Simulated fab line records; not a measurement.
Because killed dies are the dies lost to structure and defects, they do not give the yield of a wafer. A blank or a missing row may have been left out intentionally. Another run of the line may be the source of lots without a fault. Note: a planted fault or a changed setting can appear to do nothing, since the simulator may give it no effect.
Comparing a struck lot with a sound one || flow rit_cmos || 21 out of 202 route steps
Sound: the wafers L722.3, L722.5, L722.6. Wafers L730.1, L730.2, L730.3 were the ones struck. The cause comes at the end.
Per side, at each step with rows, come the tool, then ch with its chambers, and then its first start. Under that, the readings that differ: sound wafers || struck wafers || difference of the means || sigmas: that difference in standard deviations of wafers without a fault.
alike: words and numbers the same on both sides, and readings whose means are apart by under 2 such deviations; not compared: readings that were withheld, readings missing a value for some wafer, numbers with overlapping values and no deviation given by the record, and bounds like >300 which may hide the same value.
Wherever a step has rows on one side only, a row that says differs or no value, or a row with sigmas, the two part there. Numbers that have no deviation but don't overlap get no sigmas and don't part them. Lack of a reading on every wafer of one side parts them only where that side has two or more wafers.

first, 6 steps without rows for these wafers: RIT_NSD_HMDS_00 (prime time 60 s); RIT_NSD_COAT_01 (resist thk 1000 nm); RIT_NSD_SOFTBAKE_02 (time 60 s); RIT_NSD_EXPOSE_03 (exposes mask M9, target cd 40700 nm); RIT_NSD_PEB_04; RIT_NSD_DEVELOP_05 (develop time 50 s).
RIT_NSD_OVL_MEAS_06:
  sound on overlay-02 at day 4 16:25; struck on overlay-01 at day 6 06:50
  alike: NSD_OVL
then, 2 steps without rows for these wafers: RIT_NSD_HARDBAKE_07 (time 60 s); RIT_NSD_IMPLANT_08.
RIT_NSD_STRIP_09: strips in O2, time 180 s.
  sound on plasma_asher-01 ch 0,1, day 4 16:49; struck on plasma_asher-03 ch 0,1, day 6 07:10
  alike: chamber_pressure_mTorr, drypump_motor_current_A
  not compared: rf_hours_counter_h
RIT_NSD_TW_MEAS_10:
  sound on film_metro-04 at day 4 16:56; struck on film_metro-04 at day 6 07:21
  alike: NSD_TW
then, 1 step without rows for these wafers: RIT_PSD_HMDS_00 (prime time 60 s).
RIT_PSD_COAT_01: resist thk 1000 nm.
  sound on litho_track-02 ch 0, day 4 17:11; struck on litho_track-04 ch 0, day 6 07:34
{"reading": "model.NOVOLAK_of_PSD_COAT_01.thk_nm (nm)", "sound": "990.3 987.1 987.5", "struck": "898.3 896.9 899.5", "difference": -90.1, "sigmas": ""}
then, 4 steps without rows for these wafers: RIT_PSD_SOFTBAKE_02 (time 60 s); RIT_PSD_EXPOSE_03 (exposes mask M10, target cd 40900 nm); RIT_PSD_PEB_04; RIT_PSD_DEVELOP_05 (develop time 50 s).
RIT_PSD_OVL_MEAS_06:
  sound on overlay-02 at day 4 17:51; struck on overlay-02 at day 6 08:34
  alike: PSD_OVL
RIT_PSD_HARDBAKE_07: time 60 s.
  sound on litho_track-02 ch 0, day 4 17:55; struck on litho_track-01 ch 0, day 6 08:36
{"reading": "model.NOVOLAK_of_PSD_COAT_01.thk_nm (nm)", "sound": "875.3 872.5 872.8", "struck": "794.7 793.5 795.9", "difference": -78.8, "sigmas": ""}
after that, 1 step had no rows for these wafers: RIT_PSD_IMPLANT_08.
RIT_M1_PROBE_99:
  sound wafers here have rows in the record (prober-01, day 5 02:13); struck ones have none

WHERE THEY PART
Within this record, at RIT_M1_PROBE_99 only.

WHY: the cause the simulator had injected
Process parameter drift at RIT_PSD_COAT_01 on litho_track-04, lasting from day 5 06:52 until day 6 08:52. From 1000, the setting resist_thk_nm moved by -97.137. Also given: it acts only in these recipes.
